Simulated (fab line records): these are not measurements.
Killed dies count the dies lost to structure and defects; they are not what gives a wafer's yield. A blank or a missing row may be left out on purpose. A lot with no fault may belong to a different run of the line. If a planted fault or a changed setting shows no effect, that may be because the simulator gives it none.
fab line records	flow rit-cmos
record lots=6	wafers=18	last-day=6
route steps=202 shown PLDD@116 SPACER@125 NSD@131 PSD@142 SDANNEAL@153 SILICIDE@161 M1@202
lots that met no fault: taken from a fault-free run of the same line
start-h: hours from the record's first day to the start of the lot's first wafer shown	wait-h: hours from the lot's prior step to this one	" same as the row above	L1.1+2: a single row standing in for several wafers	- no value, or no start given	* or withheld: withheld	< > ~ a bound
route shown NAME@n: NAME is a module with steps in the file, n the number in the route of the first one	usual: the fault-free wafers' mean and standard deviation	same: alike in all rows	chamber/n: place in a boat	sites: per-site readings	_std_site: standard deviation across them	_edge_site: the outer-site mean with the inner-site mean subtracted	radius-mm: for every site, how far away it sits from the centre of the wafer	mask NAME#n: copy n	behind: the last tool/chamber to shape the wafer	hold: why the lot was held/for how many hours/how that ended	device: whichever transistor did not switch (one of n, p or np)	end of line: tests of these same wafers at the route's end	a step with no rows: only its recipe	killed: dies lost to structure and defects at the first sort, not the wafer's yield	map: a wafer's dies, x killed, . not, _ none there
set.NAME: the run value of the setting; set.NAME@STEP: its run value at that earlier step	model.NAME: the simulator's own value behind a step, which no gauge read
a table for each step, a row for each wafer; lots at some steps of the route
services: from which hour (start-h, from the record's first day; less than 0 if before it) a tool's chamber was out of use, for how many hours, and why
## steps
# step RIT_PLDD_SOFTBAKE_02
# recipe resist=NOVOLAK	temp-c=90	time-s=60
# step RIT_PLDD_EXPOSE_03
# recipe mask-id=M8	na=0.57	target-cd-nm=40900	dose-mj=250
# step RIT_PLDD_PEB_04
# recipe resist=NOVOLAK	temp-c=withheld	time-s=withheld
# step RIT_PLDD_DEVELOP_05
# recipe resist=NOVOLAK	develop-time-s=50	dev-temp-c=23
# step RIT_PLDD_OVL_MEAS_06
# usual PLDD_OVL=-0.4/1.4
lot.wafer	tool	chamber	start-h	wait-h	PLDD_OVL[nm]
L114.1	overlay-01	-	59.45	-	1.3
L114.2	"	-	"	"	-1.6
L114.4	"	-	"	"	1.3
L115.1	overlay-02	-	65.50	-	0.0
L115.3	"	-	"	"	-0.2
L115.5	"	-	"	"	0.1
L124.3	overlay-01	-	97.52	-	1.8
L124.4	"	-	"	"	1.9
L124.6	"	-	"	"	2.9
L127.2	overlay-02	-	109.52	-	-0.1
L127.4	"	-	"	"	-0.2
L127.6	"	-	"	"	-1.0
L128.1	overlay-02	-	114.70	-	0.7
L128.3	"	-	"	"	1.6
L128.5	"	-	"	"	-0.5
L129.1	overlay-02	-	119.78	-	-1.3
L129.4	"	-	"	"	-0.8
L129.5	"	-	"	"	-1.2
# step RIT_PLDD_HARDBAKE_07
# recipe resist=NOVOLAK	temp-c=140	time-s=60
# step RIT_PLDD_IMPLANT_08
# recipe species=BF2	energy-kev=20	dose-cm2=9e+14	tilt-deg=7
# step RIT_PLDD_STRIP_09
# recipe chemistry=O2	time-s=180	resist=NOVOLAK	platen-temp-c=withheld	power-w=500	pressure-mtorr=4000	o2-flow-sccm=4000
# usual drypump-motor-current-A=6.0/0.35	rf-refl-power-W=8.1/1.9
lot.wafer	tool	chamber	start-h	wait-h	drypump-motor-current-A	rf-hours-counter-h	rf-refl-power-W
L114.1	plasma-asher-03	1	59.79	0.1	6.0	38	9.0
L114.2	"	0	"	"	5.7	38	9.7
L114.4	"	0	"	"	5.6	-	9.5
L115.1	plasma-asher-03	0	65.84	0.1	5.7	39	9.4
L115.3	"	1	"	"	6.0	-	9.1
L115.5	"	0	"	"	5.7	-	9.3
L124.3	plasma-asher-03	1	97.90	0.1	6.0	-	9.1
L124.4	"	0	"	"	5.7	-	9.6
L124.6	"	0	"	"	5.7	-	9.5
L127.2	plasma-asher-02	0	109.85	0.1	6.3	34	8.3
L127.4	"	1	"	"	5.6	-	4.7
L127.6	"	1	"	"	5.7	-	5.0
L128.1	plasma-asher-04	1	115.03	0.1	6.6	48	9.7
L128.3	"	0	"	"	5.7	-	6.0
L128.5	"	1	"	"	6.6	-	9.7
L129.1	plasma-asher-03	0	120.13	0.1	5.7	47	9.7
L129.4	"	0	"	"	5.7	-	9.5
L129.5	"	0	"	"	5.7	-	9.5
# step RIT_PLDD_TW_MEAS_10
# usual PLDD_TW=2351/27
lot.wafer	tool	chamber	start-h	wait-h	PLDD_TW
L114.1	film-metro-03	-	59.96	0.1	2395
L114.2	"	-	"	"	2384
L114.4	"	-	"	"	2380
L115.1	film-metro-03	-	66.01	0.1	2373
L115.3	"	-	"	"	2382
L115.5	"	-	"	"	2392
L124.3	film-metro-01	-	98.04	0.1	2309
L124.4	"	-	"	"	2326
L124.6	"	-	"	"	2329
L127.2	film-metro-01	-	110.04	0.1	2322
L127.4	"	-	"	"	2323
L127.6	"	-	"	"	2311
L128.1	film-metro-03	-	115.21	0.1	2392
L128.3	"	-	"	"	2385
L128.5	"	-	"	"	2386
L129.1	film-metro-04	-	120.30	0.1	2324
L129.4	"	-	"	"	2336
L129.5	"	-	"	"	2331
# step RIT_SPACER_CLEAN_00
# recipe chemistry=SC1	mix=3:3:50	time-s=600	temp-c=75
# step RIT_SPACER_CLEAN_01
# recipe chemistry=dHF	dilution=50:1	time-s=30
# step RIT_SPACER_CLEAN_02
# recipe chemistry=SC2	mix=3:3:50	time-s=600	temp-c=75	dry=n2-spin
# step RIT_SPACER_CVD_03
# recipe material=Si3N4	target-thk-nm=250	temp-c=810	precursor=SiH2Cl2/NH3	time-s=3300	pressure-mtorr=300	sih2cl2-flow-sccm=60	nh3-flow-sccm=150
# usual spike-tc-centre-C=812.8/1.3
lot.wafer	tool	chamber	start-h	wait-h	spike-tc-centre-C	model.Si3N4_of_SPACER_CVD_03.thk-nm
L114.1	lpcvd-02	0	60.41	0.0	814.4	245.5
L114.2	"	0	"	"	813.7	246.7
L114.4	"	0	"	"	812.7	248.4
L115.1	lpcvd-01	1	66.47	0.0	812.3	252.2
L115.3	"	1	"	"	811.2	251.7
L115.5	"	1	"	"	813.9	250.3
L124.3	lpcvd-02	1	98.56	0.0	812.4	248
L124.4	"	1	"	"	812.4	247
L124.6	"	1	"	"	813.8	248.3
L127.2	lpcvd-01	1	110.46	0.0	825.6	256.4
L127.4	"	1	"	"	824.9	264
L127.6	"	1	"	"	825.1	276
L128.1	lpcvd-01	1	115.67	0.0	826.2	276.3
L128.3	"	1	"	"	825.2	264.4
L128.5	"	1	"	"	827.1	256.9
L129.1	lpcvd-02	0	120.74	0.0	813.4	248.5
L129.4	"	0	"	"	812.2	250.8
L129.5	"	0	"	"	813.7	249.7
# step RIT_SPACER_THK_MEAS_04
# recipe reads=Si3N4_of_SPACER_CVD_03
# usual SPACER_NITRIDE_THK=249.9/2.4
lot.wafer	tool	chamber	start-h	wait-h	SPACER_NITRIDE_THK[nm]
L114.1	film-metro-02	-	62.32	0.0	245.4
L114.2	"	-	"	"	246.5
L114.4	"	-	"	"	248.6
L115.1	film-metro-03	-	68.39	0.0	252.4
L115.3	"	-	"	"	251.5
L115.5	"	-	"	"	250.4
L124.3	film-metro-02	-	101.46	0.0	248.0
L124.4	"	-	"	"	247.1
L124.6	"	-	"	"	248.1
L127.2	film-metro-03	-	112.38	0.0	256.4
L127.4	"	-	"	"	264.0
L127.6	"	-	"	"	276.1
L128.1	film-metro-04	-	117.58	0.0	276.1
L128.3	"	-	"	"	264.6
L128.5	"	-	"	"	256.7
L129.1	film-metro-02	-	122.66	0.0	248.4
L129.4	"	-	"	"	250.7
L129.5	"	-	"	"	249.7
# step RIT_SPACER_ETCHBACK_05
# recipe target-depth-a=2500	SF6_flow_sccm=30	CHF3_flow_sccm=30	target=Si3N4	chemistry=SF6/CHF3	pressure-mtorr=40	rf-w=250	time-s=240	stop-on=SiO2
# usual drypump-motor-current-A=5.6/0.5	oes-product-au=0.851/0.011	throttle-valve-pct=10.29/0.1
lot.wafer	tool	chamber	start-h	wait-h	drypump-motor-current-A	oes-product-au	rf-hours-counter-h	throttle-valve-pct	model.etch.depth-nm
L114.1	rie-diel-04	3	62.38	0.1	5.9	0.845	143	10.28	245.5
L114.2	"	0	"	"	5.7	0.866	3	10.17	246.7
L114.4	"	1	"	"	6.6	0.851	40	10.24	248.4
L115.1	rie-diel-04	0	68.45	0.1	5.7	0.866	3	10.18	252.2
L115.3	"	2	"	"	5.4	0.834	145	10.27	251.7
L115.5	"	3	"	"	5.9	0.848	-	10.27	250.3
L124.3	rie-diel-04	0	101.50	0.0	5.7	0.852	4	10.18	248
L124.4	"	2	"	"	5.4	0.834	146	10.25	247
L124.6	"	1	"	"	6.6	0.856	-	10.24	248.3
L127.2	rie-diel-02	3	112.43	0.0	5.0	0.872	119	10.20	256.4
L127.4	"	2	"	"	6.2	0.877	102	10.13	264
L127.6	"	1	"	"	5.8	0.917	-	10.23	276
L128.1	rie-diel-02	3	117.64	0.1	5.0	0.918	119	10.23	276.3
L128.3	"	0	"	"	5.3	0.892	5	10.26	264.4
L128.5	"	3	"	"	5.0	0.871	-	10.22	256.9
L129.1	rie-diel-03	0	122.72	0.1	5.7	0.869	132	10.43	248.5
L129.4	"	1	"	"	6.2	0.834	79	10.21	250.8
L129.5	"	3	"	"	4.8	0.852	-	10.32	249.7
# step RIT_NSD_HMDS_00
# recipe prime-time-s=60	prime-temp-c=140
# step RIT_NSD_COAT_01
# recipe resist=NOVOLAK	spin-rpm=3250	resist-thk-nm=1000
# step RIT_NSD_SOFTBAKE_02
# recipe resist=NOVOLAK	temp-c=90	time-s=60
# step RIT_NSD_EXPOSE_03
# recipe mask-id=M9	na=0.57	target-cd-nm=40700	dose-mj=250
# step RIT_NSD_PEB_04
# recipe resist=NOVOLAK	temp-c=withheld	time-s=withheld
# step RIT_NSD_DEVELOP_05
# recipe resist=NOVOLAK	develop-time-s=50	dev-temp-c=23
# step RIT_NSD_OVL_MEAS_06
# usual NSD_OVL=0.2/1.4
lot.wafer	tool	chamber	start-h	wait-h	NSD_OVL[nm]
L114.1	overlay-02	-	63.59	-	1.4
L114.2	"	-	"	"	2.6
L114.4	"	-	"	"	-0.3
L115.1	overlay-02	-	69.73	-	1.3
L115.3	"	-	"	"	0.0
L115.5	"	-	"	"	0.9
L124.3	overlay-01	-	102.67	-	0.0
L124.4	"	-	"	"	0.0
L124.6	"	-	"	"	0.5
L127.2	overlay-02	-	113.83	-	-2.0
L127.4	"	-	"	"	-2.8
L127.6	"	-	"	"	-0.6
L128.1	overlay-02	-	118.81	-	1.8
L128.3	"	-	"	"	2.2
L128.5	"	-	"	"	2.7
L129.1	overlay-02	-	123.72	-	-2.1
L129.4	"	-	"	"	-1.4
L129.5	"	-	"	"	0.5
# step RIT_NSD_HARDBAKE_07
# recipe resist=NOVOLAK	temp-c=140	time-s=60
# step RIT_NSD_IMPLANT_08
# recipe species=P	energy-kev=25	dose-cm2=1e+15	tilt-deg=7
# step RIT_NSD_STRIP_09
# recipe chemistry=O2	time-s=180	resist=NOVOLAK	platen-temp-c=withheld	power-w=500	pressure-mtorr=4000	o2-flow-sccm=4000
# usual drypump-motor-current-A=5.9/0.37	rf-refl-power-W=7.5/2.1
lot.wafer	tool	chamber	start-h	wait-h	drypump-motor-current-A	rf-hours-counter-h	rf-refl-power-W
L114.1	plasma-asher-03	1	64.00	0.1	5.9	39	9.0
L114.2	"	0	"	"	5.7	39	9.9
L114.4	"	0	"	"	5.7	-	10.1
L115.1	plasma-asher-01	0	70.07	0.1	5.6	40	4.6
L115.3	"	0	"	"	5.6	-	4.4
L115.5	"	0	"	"	5.6	-	4.4
L124.3	plasma-asher-04	0	103.14	0.1	5.8	-	5.9
L124.4	"	1	"	"	6.6	-	10.2
L124.6	"	0	"	"	5.7	-	6.1
L127.2	plasma-asher-03	1	114.16	0.1	6.0	46	9.0
L127.4	"	0	"	"	5.7	-	9.4
L127.6	"	0	"	"	5.7	-	9.0
L128.1	plasma-asher-01	0	119.14	0.1	5.6	0	4.3
L128.3	"	0	"	"	5.6	-	4.5
L128.5	"	0	"	"	5.6	-	4.6
L129.1	plasma-asher-04	1	124.06	0.1	6.6	49	9.5
L129.4	"	1	"	"	6.6	-	9.9
L129.5	"	1	"	"	6.6	-	9.9
# step RIT_NSD_TW_MEAS_10
# usual NSD_TW=3135/34
lot.wafer	tool	chamber	start-h	wait-h	NSD_TW
L114.1	film-metro-03	-	64.18	0.1	3169
L114.2	"	-	"	"	3180
L114.4	"	-	"	"	3180
L115.1	film-metro-03	-	70.24	0.1	3186
L115.3	"	-	"	"	3157
L115.5	"	-	"	"	3171
L124.3	film-metro-04	-	103.28	0.1	3123
L124.4	"	-	"	"	3093
L124.6	"	-	"	"	3120
L127.2	film-metro-03	-	114.34	0.1	3188
L127.4	"	-	"	"	3152
L127.6	"	-	"	"	3165
L128.1	film-metro-04	-	119.32	0.1	3107
L128.3	"	-	"	"	3136
L128.5	"	-	"	"	3116
L129.1	film-metro-01	-	124.23	0.1	3098
L129.4	"	-	"	"	3102
L129.5	"	-	"	"	3088
# step RIT_PSD_HMDS_00
# recipe prime-time-s=60	prime-temp-c=140
# step RIT_PSD_COAT_01
# recipe resist=NOVOLAK	spin-rpm=3250	resist-thk-nm=1000
# step RIT_PSD_SOFTBAKE_02
# recipe resist=NOVOLAK	temp-c=90	time-s=60
# step RIT_PSD_EXPOSE_03
# recipe mask-id=M10	na=0.57	target-cd-nm=40900	dose-mj=250
# step RIT_PSD_PEB_04
# recipe resist=NOVOLAK	temp-c=withheld	time-s=withheld
# step RIT_PSD_DEVELOP_05
# recipe resist=NOVOLAK	develop-time-s=50	dev-temp-c=23
# step RIT_PSD_OVL_MEAS_06
# usual PSD_OVL=-0.9/1.2
lot.wafer	tool	chamber	start-h	wait-h	PSD_OVL[nm]
L114.1	overlay-01	-	65.40	-	-1.2
L114.2	"	-	"	"	0.9
L114.4	"	-	"	"	-0.6
L115.1	overlay-01	-	71.31	-	-2.1
L115.3	"	-	"	"	-3.4
L115.5	"	-	"	"	-1.9
L124.3	overlay-01	-	104.18	-	-1.0
L124.4	"	-	"	"	0.3
L124.6	"	-	"	"	-0.4
L127.2	overlay-01	-	115.25	-	-1.9
L127.4	"	-	"	"	-1.7
L127.6	"	-	"	"	-0.8
L128.1	overlay-01	-	120.26	-	-0.5
L128.3	"	-	"	"	-0.9
L128.5	"	-	"	"	0.1
L129.1	overlay-02	-	125.14	-	-1.3
L129.4	"	-	"	"	-0.5
L129.5	"	-	"	"	-1.7
# step RIT_PSD_HARDBAKE_07
# recipe resist=NOVOLAK	temp-c=140	time-s=60
# step RIT_PSD_IMPLANT_08
# recipe species=BF2	energy-kev=27	dose-cm2=5e+15	tilt-deg=7
# step RIT_PSD_STRIP_09
# recipe chemistry=O2	time-s=180	resist=NOVOLAK	platen-temp-c=withheld	power-w=500	pressure-mtorr=4000	o2-flow-sccm=4000
# usual drypump-motor-current-A=5.81/0.26	rf-refl-power-W=7.1/2
lot.wafer	tool	chamber	start-h	wait-h	drypump-motor-current-A	rf-hours-counter-h	rf-refl-power-W
L114.1	plasma-asher-01	1	65.74	0.1	5.69	40	7.7
L114.2	"	0	"	"	5.61	40	4.2
L114.4	"	1	"	"	5.66	-	7.8
L115.1	plasma-asher-01	0	71.64	0.1	5.60	41	4.4
L115.3	"	0	"	"	5.58	-	4.2
L115.5	"	1	"	"	5.71	-	7.7
L124.3	plasma-asher-01	0	104.56	0.1	5.61	-	4.3
L124.4	"	1	"	"	5.72	-	8.2
L124.6	"	0	"	"	5.61	-	4.2
L127.2	plasma-asher-02	1	115.58	0.1	5.63	35	5.0
L127.4	"	0	"	"	6.35	-	8.8
L127.6	"	0	"	"	6.36	-	8.7
L128.1	plasma-asher-02	0	120.59	0.1	6.31	36	8.2
L128.3	"	0	"	"	6.36	-	8.6
L128.5	"	0	"	"	6.31	-	8.3
L129.1	plasma-asher-01	0	125.48	0.1	5.62	1	4.1
L129.4	"	1	"	"	5.70	-	7.9
L129.5	"	0	"	"	5.59	-	4.3
# step RIT_PSD_TW_MEAS_10
# usual PSD_TW=3427/38
lot.wafer	tool	chamber	start-h	wait-h	PSD_TW
L114.1	film-metro-04	-	65.91	0.1	3402
L114.2	"	-	"	"	3401
L114.4	"	-	"	"	3383
L115.1	film-metro-01	-	71.82	0.1	3362
L115.3	"	-	"	"	3393
L115.5	"	-	"	"	3380
L124.3	film-metro-04	-	104.70	0.1	3416
L124.4	"	-	"	"	3437
L124.6	"	-	"	"	3417
L127.2	film-metro-04	-	115.76	0.1	3423
L127.4	"	-	"	"	3412
L127.6	"	-	"	"	3415
L128.1	film-metro-03	-	120.77	0.1	3477
L128.3	"	-	"	"	3493
L128.5	"	-	"	"	3484
L129.1	film-metro-03	-	125.65	0.1	3488
L129.4	"	-	"	"	3481
L129.5	"	-	"	"	3487
# step RIT_SDANNEAL_CLEAN_00
# recipe chemistry=SC1	mix=3:3:50	time-s=600	temp-c=75
# step RIT_SDANNEAL_CLEAN_01
# recipe chemistry=dHF	dilution=50:1	time-s=30
# step RIT_SDANNEAL_CLEAN_02
# recipe chemistry=SC2	mix=3:3:50	time-s=600	temp-c=75	dry=n2-spin
# step RIT_SDANNEAL_RTA_03
# recipe temp-c=1050	time-s=5	idle-temp-c=600	ramp-up-c-per-s=342	ramp-down-c-per-s=171	cool-to-c=600	ambient=N2
# usual wafer_temp_C_max=1053.5/1
lot.wafer	tool	chamber	start-h	wait-h	wafer_temp_C_max
L114.1	rtp-anneal-01	0	66.34	0.0	1054.6
L114.2	"	0	"	"	1054.2
L114.4	"	0	"	"	1053.7
L115.1	rtp-anneal-01	0	72.36	0.0	1053.5
L115.3	"	0	"	"	1053.3
L115.5	"	0	"	"	1054.4
L124.3	rtp-anneal-01	0	105.38	0.0	1051.6
L124.4	"	0	"	"	1053.3
L124.6	"	0	"	"	1052.2
L127.2	rtp-anneal-02	0	116.21	0.0	1053.4
L127.4	"	0	"	"	1053.3
L127.6	"	0	"	"	1053.9
L128.1	rtp-anneal-01	0	121.21	0.0	1052.6
L128.3	"	0	"	"	1053.8
L128.5	"	0	"	"	1053.9
L129.1	rtp-anneal-02	0	126.11	0.0	1053.2
L129.4	"	0	"	"	1053.5
L129.5	"	0	"	"	1054.9
# step RIT_SDANNEAL_RS_MEAS_04
# recipe thk-meas-gauge=four-point-probe
# usual PSD_RS=115.77/0.25
lot.wafer	tool	chamber	start-h	wait-h	PSD_RS[ohm/sq]
L114.1	film-metro-01	-	66.40	0.0	115.55
L114.2	"	-	"	"	115.18
L114.4	"	-	"	"	115.47
L115.1	film-metro-01	-	72.42	0.0	115.60
L115.3	"	-	"	"	115.86
L115.5	"	-	"	"	115.77
L124.3	film-metro-01	-	105.46	0.1	115.60
L124.4	"	-	"	"	115.38
L124.6	"	-	"	"	115.59
L127.2	film-metro-03	-	116.27	0.1	115.77
L127.4	"	-	"	"	115.62
L127.6	"	-	"	"	115.65
L128.1	film-metro-03	-	121.27	0.0	116.00
L128.3	"	-	"	"	116.02
L128.5	"	-	"	"	116.10
L129.1	film-metro-04	-	126.17	0.0	115.58
L129.4	"	-	"	"	115.97
L129.5	"	-	"	"	115.54
# step RIT_SILICIDE_WET_ETCH_00
# recipe chemistry=BOE	target=SiO2	target-depth-nm=14	time-s=15	dry=n2-spin	dilution=10:1	temp-c=21.5
lot.wafer	tool	chamber	start-h	wait-h	model.Si3N4_of_SPACER_CVD_03.thk-nm
L114.1	wet-bench-01	1	66.88	0.1	190.9
L114.2	"	1	"	"	193.2
L114.4	"	1	"	"	193.8
L115.1	wet-bench-02	2	72.90	0.1	197
L115.3	"	2	"	"	196.6
L115.5	"	2	"	"	194.7
L124.3	wet-bench-03	0	105.90	0.1	193.4
L124.4	"	0	"	"	192.7
L124.6	"	0	"	"	192.9
L127.2	wet-bench-03	0	116.73	0.1	199.6
L127.4	"	0	"	"	207
L127.6	"	0	"	"	216.9
L128.1	wet-bench-03	1	121.75	0.1	214.4
L128.3	"	1	"	"	205.6
L128.5	"	1	"	"	199.5
L129.1	wet-bench-02	1	126.65	0.1	193.8
L129.4	"	1	"	"	195.1
L129.5	"	1	"	"	195.7
# step RIT_M1_PROBE_99
# usual killed-at-front-end=7/3.2	killed-dies=7/3.2	killed-open=3.6/2.1	killed-short=3.5/2
# same gross-dies=264	killed_at_M0_to_M3=0	killed_at_M4_up=0	killed-at-back-side=0	killed-at-contacts=0	killed-at-other=0
lot.wafer	tool	chamber	start-h	wait-h	killed-at-front-end	killed-dies	killed-open	killed-short	model.etest.pplus-sal.width-nm	model.etest.nplus-sal.width-nm	model.etest.pwell-pinched.rs-ohm-sq	model.etest.nwell-pinched.rs-ohm-sq	model.etest.contact-nplus.end-ohm-um	model.etest.diode-nplus-comb.leak-log10-a-cm2	model.etest.diode-pplus-nwell.bv-v	model.etest.nmos_0p15.tox-inv-nm
L114.1	prober-01	-	75.25	0.1	8	8	5	3	3471	3468	460.7	342	42.77	-5.252	6.661	4.375
L114.2	prober-01	-	75.30	0.1	1	1	1	0	3464	3479	461	336.1	41.37	-5.052	6.542	4.425
L114.4	prober-01	-	75.40	0.2	6	6	2	4	3447	3471	462.8	335.2	42.65	-5.148	6.566	4.426
L115.1	prober-01	-	80.74	0.1	8	8	2	6	3430	3431	454.3	333.4	43.36	-4.919	6.52	4.447
L115.3	prober-01	-	80.84	0.2	10	10	5	5	3435	3437	456.8	334	43.67	-4.898	6.536	4.408
L115.5	prober-01	-	80.94	0.2	4	4	4	0	3453	3446	459.9	339.9	43.23	-5.252	6.542	4.38
L124.3	prober-01	-	113.19	0.2	5	5	4	1	3464	3461	462.1	338.2	42.42	-5.288	6.67	4.364
L124.4	prober-01	-	113.24	0.2	11	11	6	5	3468	3468	466.1	338.4	41.71	-5.161	6.645	4.407
L124.6	prober-01	-	113.34	0.2	5	5	3	2	3497	3485	468.2	339.9	40.28	-5.039	6.676	4.314
L127.2	prober-02	-	123.71	0.1	5	5	2	3	3457	3454	452.8	335.8	41.31	-5.227	6.616	4.433
L127.4	prober-02	-	123.81	0.2	5	5	2	3	3407	3411	436.4	328.8	39.31	-5.135	6.471	4.517
L127.6	prober-02	-	123.91	0.2	7	7	4	3	3381	3368	441.5	318.2	37.65	-5.587	6.317	4.67
L128.1	prober-01	-	128.78	0.1	10	10	8	2	3444	3432	440.7	327.4	39.01	-5.556	6.419	4.609
L128.3	prober-01	-	128.88	0.2	7	7	2	5	3473	3466	446.7	331.3	38.53	-5.228	6.56	4.505
L128.5	prober-01	-	128.98	0.2	18	18	10	8	3476	3454	450.1	334.5	40.66	-5.426	6.609	4.524
L129.1	prober-02	-	135.01	0.1	6	6	2	4	3478	3486	460.5	337.9	42.24	-4.997	6.673	4.447
L129.4	prober-02	-	135.16	0.2	7	7	4	3	3467	3475	456.8	339.4	41.73	-4.972	6.674	4.451
L129.5	prober-02	-	135.21	0.2	7	7	4	3	3464	3463	452.4	334.7	41.27	-5.415	6.619	4.47
# killed by level:class
L114.1 REOX:geometric-particle:short=2 SILICIDE:geometric-particle:open=2 FOX1:geometric-particle:open=1 GATE:geometric-particle:open=1 REOX:geometric-particle:open=1 SILICIDE:geometric-particle:short=1
L114.2 FOX2:geometric-particle:open=1
L114.4 GATE:geometric-particle:short=3 FOX2:geometric-particle:open=1 REOX:geometric-particle:short=1 SILICIDE:geometric-particle:open=1
L115.1 SPACER:geometric-particle:short=3 GATE:geometric-particle:short=2 GATE:geometric-particle:open=1 SPACER:geometric-particle:open=1 SILICIDE:geometric-particle:short=1
L115.3 SPACER:geometric-particle:short=3 GATE:geometric-particle:open=2 FOX2:geometric-particle:short=1 GATE:geometric-particle:short=1 REOX:geometric-particle:open=1 SPACER:geometric-particle:open=1 SILICIDE:geometric-particle:open=1
L115.5 FOX2:geometric-particle:open=1 REOX:geometric-particle:open=1 SPACER:geometric-particle:open=1 SILICIDE:geometric-particle:open=1
L124.3 GATE:geometric-particle:open=3 GATE:geometric-particle:short=1 REOX:geometric-particle:open=1
L124.4 GATE:geometric-particle:open=4 GATE:geometric-particle:short=4 FOX1:geometric-particle:open=2 FOX2:geometric-particle:short=1
L124.6 FOX1:geometric-particle:open=1 FOX2:geometric-particle:open=1 GATE:geometric-particle:short=1 GATE:geometric-particle:open=1 REOX:geometric-particle:short=1
L127.2 SPACER:geometric-particle:short=2 GATE:geometric-particle:short=1 GATE:geometric-particle:open=1 SILICIDE:geometric-particle:open=1
L127.4 FOX1:geometric-particle:short=1 FOX2:geometric-particle:open=1 GATE:geometric-particle:open=1 GATE:geometric-particle:short=1 REOX:geometric-particle:short=1
L127.6 GATE:geometric-particle:open=2 GATE:geometric-particle:short=2 FOX1:geometric-particle:short=1 SPACER:geometric-particle:open=1 SILICIDE:geometric-particle:open=1
L128.1 GATE:geometric-particle:open=4 FOX1:geometric-particle:open=1 REOX:geometric-particle:open=1 SPACER:geometric-particle:open=1 SPACER:geometric-particle:short=1 SILICIDE:geometric-particle:short=1 SILICIDE:geometric-particle:open=1
L128.3 GATE:geometric-particle:short=3 REOX:geometric-particle:open=2 SPACER:geometric-particle:short=1 SILICIDE:geometric-particle:short=1
L128.5 REOX:geometric-particle:open=5 GATE:geometric-particle:open=4 REOX:geometric-particle:short=4 FOX1:geometric-particle:short=3 FOX1:geometric-particle:open=1 GATE:geometric-particle:short=1
L129.1 FOX2:geometric-particle:short=1 FOX2:geometric-particle:open=1 GATE:geometric-particle:short=1 SPACER:geometric-particle:open=1 SPACER:geometric-particle:short=1 SILICIDE:geometric-particle:short=1
L129.4 SPACER:geometric-particle:open=3 GATE:geometric-particle:short=2 SPACER:geometric-particle:short=1 SILICIDE:geometric-particle:open=1
L129.5 GATE:geometric-particle:open=3 GATE:geometric-particle:short=2 SILICIDE:geometric-particle:open=1 SILICIDE:geometric-particle:short=1
## services
tool	chamber	start-h	hours	kind
plasma-asher-03	-	43.92	2.2	repair
lpcvd-02	-	45.15	2.8	pm
rie-diel-03	3	45.29	-	clean
rie-diel-03	3	45.29	21.4	scheduled-down
rtp-anneal-01	-	47.98	6.3	pm
rie-diel-04	0	54.08	5.1	repair
plasma-asher-04	-	57.13	14.6	pm
rie-diel-02	1	62.14	-	clean
rie-diel-02	1	62.14	24.4	scheduled-down
rie-diel-02	1	62.14	24.4	vent-cycle
rie-diel-02	2	63.92	9.9	repair
rie-diel-04	1	74.42	8.0	repair
wet-bench-02	-	76.46	38.1	pm
plasma-asher-01	-	80.55	13.0	repair
rie-diel-03	-	85.52	0.1	repair
rie-diel-02	3	91.86	8.2	repair
rie-diel-03	-	93.43	0.5	repair
wet-bench-03	-	103.50	1.9	pm
plasma-asher-01	-	108.75	9.0	pm
plasma-asher-01	0	108.75	9.0	vent-cycle
plasma-asher-01	1	108.75	9.0	vent-cycle
plasma-asher-01	0	117.75	-	clean
plasma-asher-01	1	117.75	-	clean
rie-diel-04	-	118.41	14.6	pm
## key
first-sign step=RIT_SPACER_CVD_03	reading=spike-tc-centre-C	direction=up	sigmas=10	usual=812.8	struck=825.7
effect step=RIT_SPACER_THK_MEAS_04	reading=SPACER_NITRIDE_THK	direction=up	sigmas=6.7	usual=249.9	struck=265.7
effect step=RIT_SPACER_ETCHBACK_05	reading=oes-product-au	direction=up	sigmas=3.5	usual=0.851	struck=0.891	wafers-moved=4
model-effect step=RIT_SPACER_CVD_03	value=Si3N4_of_SPACER_CVD_03.thk-nm	without=249.2	struck=265.7
model-effect step=RIT_SPACER_ETCHBACK_05	value=etch.depth-nm	without=249.2	struck=265.7
model-effect step=RIT_SILICIDE_WET_ETCH_00	value=Si3N4_of_SPACER_CVD_03.thk-nm	without=194.2	struck=207.2
model-effect step=RIT_M1_PROBE_99	value=etest.pplus-sal.width-nm	without=3471	struck=3439
met-at RIT_SPACER_CVD_03
struck-wafers L127.2,L127.4,L127.6,L128.1,L128.3,L128.5
tester-left-out L127,L128
onset-between 66.47 110.46
fault kind=process-parameter-drift	tool=lpcvd-01	chamber=1	onset-h=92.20	steps=RIT_SPACER_CVD_03	channel=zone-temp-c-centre	offset=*	shape=step	end-h=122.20
# tester-left-out: of these lots the tester's yield and bins aren't shown, on N5 and GAA mostly nor the transistor test; their killed dies are dies lost to structure and defects alone, not to doping, threshold or leakage, so they don't give the yield
